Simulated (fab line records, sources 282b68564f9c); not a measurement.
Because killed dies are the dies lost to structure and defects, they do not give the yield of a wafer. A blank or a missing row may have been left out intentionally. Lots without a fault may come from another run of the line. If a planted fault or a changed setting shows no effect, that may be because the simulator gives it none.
Check for tools in common	flow rit_cmos	Sample size 13 lots and 39 wafers

== REASON FOR OPENING ==
At RIT_ACTIVE_THK_MEAS_02 the reading ACTIVE_OXIDE_THK is flagged on 1 of 13 lots. Wafers without a fault read 46.3 nm, standard deviation 0.83.
Rule: a lot gets a flag if all its wafers with a number sit over 4 standard deviations from that mean, or if no wafer of it has a number. All remaining lots are regarded as sound.

lot	measured	on	ACTIVE_OXIDE_THK (nm), wafer by wafer	flag
L947	day 1 18:37	film_metro-02	47.2 46.9 47.3	
L948	day 1 23:07	film_metro-02	47.4 47.0 47.3	
L949	day 2 03:05	film_metro-01	46.2 45.1 45.9	
L950	day 2 08:51	film_metro-01	46.3 46.3 47.0	
L951	day 2 13:35	film_metro-04	47.6 47.1 46.8	
L952	day 2 19:53	film_metro-04	47.6 47.2 47.2	
L953	day 2 23:41	film_metro-02	46.1 46.1 45.2	
L954	day 3 04:03	film_metro-02	47.6 47.2 47.1	
L959	day 4 07:18	film_metro-02	46.1 47.2 46.7	
L961	day 4 15:55	film_metro-02	39.3 37.5 37.7	FLAGGED
L966	day 5 21:09	film_metro-04	45.3 45.5 45.2	
L967	day 5 21:09	film_metro-02	45.9 45.3 45.6	
L968	day 6 05:30	film_metro-04	46.1 46.1 46.8	
The mean of the flagged lots' numbers is 38.2 nm, -8.1 nm from the usual (-10 standard deviations).

== LOT BY LOT: THE TOOL USED ==
The record holds 1 process step before the reading, out of a route of 202 steps. Read each cell as the tool, then ch plus the chambers that the sampled wafers visited, then the start.
lot	flag	RIT_ACTIVE_OXIDATION_01
L947		furnace-03 ch 0, day 1 16:41
L948		furnace-03 ch 0, day 1 21:10
L949		furnace-04 ch 0, day 2 01:07
L950		furnace-04 ch 0, day 2 06:55
L951		furnace-03 ch 0, day 2 11:38
L952		furnace-03 ch 0, day 2 17:56
L953		furnace-04 ch 0, day 2 21:44
L954		furnace-01 ch 0, day 3 02:07
L959		furnace-04 ch 0, day 4 05:20
L961	FLAGGED	furnace-03 ch 0, day 4 13:59
L966		furnace-04 ch 0, day 5 19:12
L967		furnace-04 ch 0, day 5 19:12
L968		furnace-04 ch 0, day 6 03:32
These steps, and what they do:
- RIT_ACTIVE_OXIDATION_01: target thk 46.8 nm, ox time 3360 s.
- RIT_ACTIVE_THK_MEAS_02

== FLAGGED OVER TOTAL, TOOL BY TOOL (the gauges that took the reading come last) ==
step	tool	lots run	flagged	share of the flagged lots	sound lots run after its first flagged lot
RIT_ACTIVE_OXIDATION_01	furnace-01	1	0	none	-
RIT_ACTIVE_OXIDATION_01	furnace-03	5	1	all	0
RIT_ACTIVE_OXIDATION_01	furnace-04	7	0	none	-
RIT_ACTIVE_THK_MEAS_02	film_metro-01	2	0	none	-
RIT_ACTIVE_THK_MEAS_02	film_metro-02	7	1	all	1 (L967)
RIT_ACTIVE_THK_MEAS_02	film_metro-04	4	0	none	-

== WHAT THE TABLE ALLOWS ==
furnace-03 at RIT_ACTIVE_OXIDATION_01 and film_metro-02 at RIT_ACTIVE_THK_MEAS_02 are the 2 rows of the table that ran each flagged lot.
- furnace-03 at RIT_ACTIVE_OXIDATION_01 ran 5 lots, 1 of them flagged. Last sound lot L952 at day 2 17:56, first flagged lot L961 at day 4 13:59; a fault beginning in between fits.
- film_metro-02 at RIT_ACTIVE_THK_MEAS_02 ran 7 lots, 1 of them flagged. Sound lots followed the first flagged one (L967) on it, something a lasting fault affecting the whole tool could not allow.
One tool is left: furnace-03 at RIT_ACTIVE_OXIDATION_01.

== WHAT WAS PUT IN BY THE SIMULATOR ==
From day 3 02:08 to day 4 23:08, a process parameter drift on furnace-03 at RIT_ACTIVE_OXIDATION_01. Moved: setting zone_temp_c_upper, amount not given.
Lots struck among those shown: L961. The rule above reached the same finding.
